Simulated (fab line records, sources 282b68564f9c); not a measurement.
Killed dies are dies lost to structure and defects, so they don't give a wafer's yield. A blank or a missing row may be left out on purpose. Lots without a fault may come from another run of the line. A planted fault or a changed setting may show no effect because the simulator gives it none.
Which tool did it? | flow rit_cmos | 13 lots, 39 wafers sampled, at 2 steps of a route of 202

WHAT THE GAUGES READ, wafer by wafer
RIT_SDANNEAL_RS_MEAS_05: measures by four-point-probe. Usual: NSD_RS 84.5 ohm/sq, standard deviation 0.34.
lot  | measured    | on            | NSD_RS (ohm/sq) | flag
L644 | day 3 03:47 | film_metro-04 | 84.5 84.1 84.3  |
L649 | day 4 08:50 | film_metro-03 | 83.8 83.7 83.4  |
L651 | day 4 14:06 | film_metro-04 | 84.4 84.3 84.1  |
L652 | day 4 23:06 | film_metro-03 | 84.8 85.1 85.0  |
L653 | day 5 03:10 | film_metro-03 | 84.7 84.5 84.8  |
L654 | day 5 07:05 | film_metro-04 | 84.3 84.3 84.3  |
L655 | day 5 11:48 | film_metro-04 | 84.6 84.5 85.0  |
L656 | day 5 20:15 | film_metro-02 | 85.0 84.8 85.2  |
L657 | day 5 20:35 | film_metro-04 | 84.1 84.3 84.1  |
L658 | day 6 00:10 | film_metro-04 | 84.6 84.4 84.5  |
L660 | day 6 11:52 | film_metro-03 | 84.6 84.8 84.4  |
L663 | day 7 03:19 | film_metro-03 | 84.4 84.3 84.4  |
L664 | day 7 10:20 | film_metro-04 | 84.8 84.7 84.8  |

WHICH TOOL RAN EACH LOT (tool, then ch and the chambers of the sampled wafers, then the start)
lot  | RIT_NWELL_STRIP_09
L644 | plasma_asher-04 ch 0,1, day 1 22:49
L649 | plasma_asher-04 ch 0,1, day 3 02:44
L651 | plasma_asher-02 ch 0,1, day 3 08:55
L652 | plasma_asher-02 ch 0, day 3 15:43
L653 | plasma_asher-04 ch 0,1, day 3 20:50
L654 | plasma_asher-02 ch 0,1, day 3 23:31
L655 | plasma_asher-04 ch 0,1, day 4 04:48
L656 | plasma_asher-02 ch 0,1, day 4 10:35
L657 | plasma_asher-02 ch 0,1, day 4 15:37
L658 | plasma_asher-03 ch 0,1, day 4 19:01
L660 | plasma_asher-03 ch 0,1, day 5 06:47
L663 | plasma_asher-04 ch 0,1, day 5 22:08
L664 | plasma_asher-03 ch 0,1, day 6 02:11
- RIT_NWELL_STRIP_09: strips in O2, time 180 s.

WHAT THE TOOLS THEMSELVES READ (means of the sampled wafers that have a number; where no wafer has one, the mark that the record gives instead)
RIT_NWELL_STRIP_09. Usual: drypump_motor_current_A 5.9 A, standard deviation 0.33.
lot  | tool            | drypump_motor_current_A (A) | flag
L644 | plasma_asher-04 | 5.6                         |
L649 | plasma_asher-04 | 5.6                         |
L651 | plasma_asher-02 | 6.1                         |
L652 | plasma_asher-02 | 6.1                         |
L653 | plasma_asher-04 | 5.5                         |
L654 | plasma_asher-02 | 6.1                         |
L655 | plasma_asher-04 | 5.5                         |
L656 | plasma_asher-02 | 6.0                         |
L657 | plasma_asher-02 | 6.1                         |
L658 | plasma_asher-03 | 6.0                         |
L660 | plasma_asher-03 | 6.2                         |
L663 | plasma_asher-04 | 5.8                         |
L664 | plasma_asher-03 | 6.0                         |

THE ANSWER, worked out from the rows above alone
Rule: a lot is off if the mean of its wafers that have a number lies more than 3 standard deviations from the usual mean. A lot without any number at a reading at which 4 lots or more have one is off too. The other lots that the step has rows for count as sound. The gauges are gone through in route order, then the tools' own readings, and for those a lot's mean is taken as printed above. The first step at which some lot is off is used, and at that step the reading that is off furthest; a lot without a number counts as furthest.
No lot is off at any reading shown: from this, nothing can be told.

WHAT THE SIMULATOR HAD PUT IN
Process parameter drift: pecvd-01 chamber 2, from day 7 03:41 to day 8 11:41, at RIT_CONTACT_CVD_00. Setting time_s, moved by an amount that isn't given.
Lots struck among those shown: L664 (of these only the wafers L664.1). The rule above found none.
